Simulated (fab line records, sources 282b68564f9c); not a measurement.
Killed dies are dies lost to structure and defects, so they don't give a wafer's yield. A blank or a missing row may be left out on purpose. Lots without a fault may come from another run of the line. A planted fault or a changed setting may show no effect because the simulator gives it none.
Split-lot experiment | flow rit_cmos | 5 lots, 23 wafers read, on a route of 202 steps

THE SPLIT
At RIT_NWELL_IMPLANT_08, the setting dose_cm2 was moved away from the recipe's 5e+13 on 10 of the 23 wafers read, by -3.7% to +7.2%. The other wafers ran this setting at the recipe's value.

FROM THE SPLIT TO THE READING: what the file shows between them, 5 steps
- RIT_NWELL_STRIP_09: strips in O2, time 180 s
- RIT_NWELL_TW_MEAS_10
- RIT_PWELL_DEVELOP_05: develop time 68 s (also split here: dev_temp_c)
- RIT_PWELL_HARDBAKE_07: time 120 s
- RIT_WELLDRIVE_ANNEAL_00: time 14700 s

THE READING
NWELL_RS, in ohm/sq, at RIT_WELLDRIVE_RS_MEAS_01 (measures by four-point-probe). Fault-free wafers of this fab line usually give 275.4 ohm/sq, standard deviation 0.76 ohm/sq.

wafer  | tool, chamber at the split | dose_cm2 as run | against the recipe | NWELL_RS, ohm/sq | against lot-mates on the recipe
L080.1 | implanter-03, 0            | 4.825e+13       | -3.5%              | 281.4            | +7.1
L080.2 | implanter-03, 0            | 5e+13           | recipe             | 274.5            | -
L080.3 | implanter-03, 0            | 4.825e+13       | -3.5%              | 280.7            | +6.4
L080.4 | implanter-03, 0            | 5e+13           | recipe             | 274.4            | -
L080.6 | implanter-03, 0            | 5e+13           | recipe             | 274.1            | -
L081.1 | implanter-01, 0            | 5.36e+13        | +7.2%              | 264.4            | -10.8
L081.2 | implanter-01, 0            | 5e+13           | recipe             | 275.2            | -
L081.3 | implanter-01, 0            | 5.36e+13        | +7.2%              | 264.1            | -11.1
L081.4 | implanter-01, 0            | 5.36e+13        | +7.2%              | 263.3            | -11.9
L081.5 | implanter-01, 0            | 5e+13           | recipe             | 275.2            | -
L083.1 | implanter-02, 0            | 4.813e+13       | -3.7%              | 283.0            | +7.3
L083.2 | implanter-02, 0            | 4.813e+13       | -3.7%              | 281.0            | +5.3
L083.4 | implanter-02, 0            | 5e+13           | recipe             | 275.8            | -
L083.5 | implanter-02, 0            | 5e+13           | recipe             | 275.9            | -
L083.6 | implanter-02, 0            | 5e+13           | recipe             | 275.5            | -
L084.3 | implanter-03, 0            | 5e+13           | recipe             | 276.0            | -
L084.4 | implanter-03, 0            | 5e+13           | recipe             | 276.6            | -
L084.6 | implanter-03, 0            | 5e+13           | recipe             | 276.8            | -
L085.2 | implanter-01, 0            | 5.325e+13       | +6.5%              | 264.2            | -10.6
L085.3 | implanter-01, 0            | 5.325e+13       | +6.5%              | 265.1            | -9.7
L085.4 | implanter-01, 0            | 5.325e+13       | +6.5%              | 264.2            | -10.6
L085.5 | implanter-01, 0            | 5e+13           | recipe             | 274.8            | -
L085.6 | implanter-01, 0            | 5e+13           | recipe             | 274.8            | -

THE FIT
A straight line over all 23 wafers: NWELL_RS changes by -1.64 ohm/sq for each +1% of dose_cm2; r = -0.99; the points scatter about the line by 0.78 ohm/sq.
The same after taking each lot's own level away (the mean of its wafers on the recipe; 23 wafers): -1.62 ohm/sq for each +1%; r = -1.00; scatter 0.54 ohm/sq.
On that fit, the largest move of dose_cm2 shifts the reading by 12 ohm/sq.
The lots' own levels span 274.33 to 276.47 ohm/sq, that is 2.8 times the standard deviation above.
So the lot-to-lot level changes the slope little: the two slopes agree.
Check: with one of the wafers moved furthest among these (+7.2%) left out of the fit, the line predicts -11.6 ohm/sq for it against its lot-mates. It came out at -10.8 ohm/sq against them.

OTHER SPLITS ON THESE WAFERS
These wafers also went through other splits before the reading. Each is held against what the fit with the lots' levels taken away leaves over:
other split on the same wafers   | wafers away from the commonest value | r with NWELL_RS (lot level and that fit taken away)
RIT_ACTIVE_CVD_03 time_s         | 18                                   | +0.04
RIT_ACTIVE_COAT_06 resist_thk_nm | 11                                   | +0.32
RIT_ACTIVE_ETCH_13 time_s        | 10                                   | +0.23
RIT_FOX2_OXIDATION_00 temp_c     | 15                                   | +0.21
RIT_PWELL_DEVELOP_05 dev_temp_c  | 9                                    | +0.00

THE WHOLE CHAIN: every reading that the file lists as answering this split, in the file's order
step                     | what it does                 | reading  | change (the file's fit)           | r (the file's)
RIT_NWELL_TW_MEAS_10     |                              | NWELL_TW | +7.39 for each +1% of the setting | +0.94
RIT_WELLDRIVE_RS_MEAS_01 | measures by four-point-probe | NWELL_RS | -1.62 for each +1% of the setting | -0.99

THE FILE'S OWN FIT
NWELL_RS changes by -1.62 ohm/sq for each +1% of dose_cm2, r = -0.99.
